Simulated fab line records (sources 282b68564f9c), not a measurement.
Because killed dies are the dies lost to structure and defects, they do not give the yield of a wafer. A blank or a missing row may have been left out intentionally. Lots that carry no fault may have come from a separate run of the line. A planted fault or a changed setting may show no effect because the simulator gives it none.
The tool behind it: which one? -- flow ritCmos -- Sampling: 14 lots, 42 wafers, 4 of 202 route steps

== WHAT THE GAUGES SHOWED, per wafer ==
RIT_NSD_OVL_MEAS_06.
lot,measured,on,NSD_OVL (nm)
L945,day 2 23:47,overlay-01,0.4 1.1 1.5
L947,day 3 09:39,overlay-01,-2.8 -2.2 -1.4
L949,day 3 19:01,overlay-02,-0.7 1.6 1.1
L950,day 4 00:11,overlay-01,0.7 -0.3 -2.7
L951,day 4 05:02,overlay-01,-2.4 -3.3 -2.3
L952,day 4 09:26,overlay-01,-3.7 -2.0 0.0
L955,day 5 01:03,overlay-02,-0.8 0.5 1.2
L959,day 5 21:26,overlay-01,-0.4 -1.1 -0.9
L962,day 6 14:05,overlay-02,1.5 2.8 1.5
L963,day 6 18:23,overlay-02,-1.6 0.4 -0.6
L965,day 7 03:19,overlay-01,-0.3 -2.1 -0.7
L966,day 7 07:18,overlay-02,-2.8 0.9 0.3
L967,day 7 13:08,overlay-02,-0.8 0.5 1.4
L968,day 7 19:31,overlay-02,-1.0 -0.5 0.1

RIT_CONTACT_OVL_MEAS_09.
lot,measured,on,CONTACT_OVL (nm)
L945,day 3 04:33,overlay-01,-0.6 -2.0 -0.4
L947,day 3 14:26,overlay-01,-2.4 -1.6 -2.4
L949,day 3 23:46,overlay-01,-1.0 0.6 0.9
L950,day 4 05:05,overlay-02,-0.7 -1.2 -0.7
L951,day 4 09:53,overlay-01,0.3 1.6 -1.8
L952,day 4 14:11,overlay-02,-0.2 0.0 0.2
L955,day 5 05:42,overlay-01,-0.3 -0.8 2.0
L959,day 6 02:20,overlay-01,-2.1 -2.6 -2.2
L962,day 6 19:01,overlay-01,-1.5 -1.3 -1.2
L963,day 6 23:11,overlay-01,1.1 -0.4 1.8
L965,day 7 08:17,overlay-01,-0.5 -1.4 1.1
L966,day 7 12:11,overlay-01,-2.6 -1.4 -2.3
L967,day 7 18:04,overlay-02,1.2 0.1 1.7
L968,day 8 00:28,overlay-01,-0.5 0.0 -1.2

== WHAT TOOL EACH LOT RAN ON (gives the tool, then ch and the chambers of the sampled wafers, and finally the start) ==
lot,RIT_PSD_HMDS_00,RIT_SILICIDE_RTA_06
L945,"lithoTrack-04 ch 0, day 3 00:22","rtpAnneal-01 ch 0, day 3 03:10"
L947,"lithoTrack-01 ch 0, day 3 10:14","rtpAnneal-01 ch 0, day 3 13:02"
L949,"lithoTrack-04 ch 0, day 3 19:35","rtpAnneal-01 ch 0, day 3 22:25"
L950,"lithoTrack-02 ch 0, day 4 00:47","rtpAnneal-02 ch 0, day 4 03:42"
L951,"lithoTrack-04 ch 0, day 4 05:38","rtpAnneal-01 ch 0, day 4 08:27"
L952,"lithoTrack-02 ch 0, day 4 10:01","rtpAnneal-02 ch 0, day 4 12:49"
L955,"lithoTrack-02 ch 0, day 5 01:37","rtpAnneal-01 ch 0, day 5 04:26"
L959,"lithoTrack-01 ch 0, day 5 22:01","rtpAnneal-01 ch 0, day 6 00:56"
L962,"lithoTrack-01 ch 0, day 6 14:40","rtpAnneal-02 ch 0, day 6 17:38"
L963,"lithoTrack-04 ch 0, day 6 19:00","rtpAnneal-01 ch 0, day 6 21:55"
L965,"lithoTrack-02 ch 0, day 7 03:54","rtpAnneal-01 ch 0, day 7 06:47"
L966,"lithoTrack-02 ch 0, day 7 07:52","rtpAnneal-02 ch 0, day 7 10:47"
L967,"lithoTrack-02 ch 0, day 7 13:53","rtpAnneal-01 ch 0, day 7 16:48"
L968,"lithoTrack-04 ch 0, day 7 20:05","rtpAnneal-02 ch 0, day 7 23:05"
- RIT_PSD_HMDS_00: prime time 60 s.
- RIT_SILICIDE_RTA_06: time 10 s, ramp up 5 s, ramp down 10 s.

== WHAT THE TOOLS THEMSELVES READ (means of the sampled wafers that have a number; where no wafer has one, the mark that the record gives instead) ==
RIT_PSD_HMDS_00.
lot,tool,primeTempC (C)
L945,lithoTrack-04,139.95
L947,lithoTrack-01,139.77
L949,lithoTrack-04,139.84
L950,lithoTrack-02,140.10
L951,lithoTrack-04,140.02
L952,lithoTrack-02,149.91
L955,lithoTrack-02,149.65
L959,lithoTrack-01,139.84
L962,lithoTrack-01,139.97
L963,lithoTrack-04,140.07
L965,lithoTrack-02,140.05
L966,lithoTrack-02,139.94
L967,lithoTrack-02,139.84
L968,lithoTrack-04,140.01

RIT_SILICIDE_RTA_06.
lot,tool,wafer_temp_C_max
L945,rtpAnneal-01,752.3
L947,rtpAnneal-01,752.6
L949,rtpAnneal-01,752.7
L950,rtpAnneal-02,753.6
L951,rtpAnneal-01,752.0
L952,rtpAnneal-02,755.2
L955,rtpAnneal-01,752.4
L959,rtpAnneal-01,752.8
L962,rtpAnneal-02,754.5
L963,rtpAnneal-01,752.2
L965,rtpAnneal-01,752.9
L966,rtpAnneal-02,755.1
L967,rtpAnneal-01,753.1
L968,rtpAnneal-02,754.5

== THE ANSWER, worked out from the rows above alone ==
Rule: the lots themselves supply what counts as usual. The widest of any qualifying gaps counts: lots, ordered by their means at a reading, are off when they make up no more than a third of the lots, leave a main group of 4 or more, and stand apart from it by 3 or more times the standard deviation of that group's means. The tables above print the reading to a certain number of digits; a main group whose means all agree to those digits is not used. Also off: a lot with no number at a reading for which 4 or more lots have one. Where the step has rows for the other lots, those lots are counted as sound. Order of review: gauges by route order, followed by the tools' own readings, for which a lot's mean as printed above is used. The first step at which some lot is off is used, and at that step the reading that is off furthest; a lot without a number counts as furthest.
Off at RIT_PSD_HMDS_00 (primeTempC): L952, L955. Main group: mean 139.95 C, sd 0.1.
A tool fits if, at that step or a process step before it, it ran every lot that is off, and no sound lot after the first of them. No candidate that was tried fits.

== WHAT WAS PUT IN BY THE SIMULATOR ==
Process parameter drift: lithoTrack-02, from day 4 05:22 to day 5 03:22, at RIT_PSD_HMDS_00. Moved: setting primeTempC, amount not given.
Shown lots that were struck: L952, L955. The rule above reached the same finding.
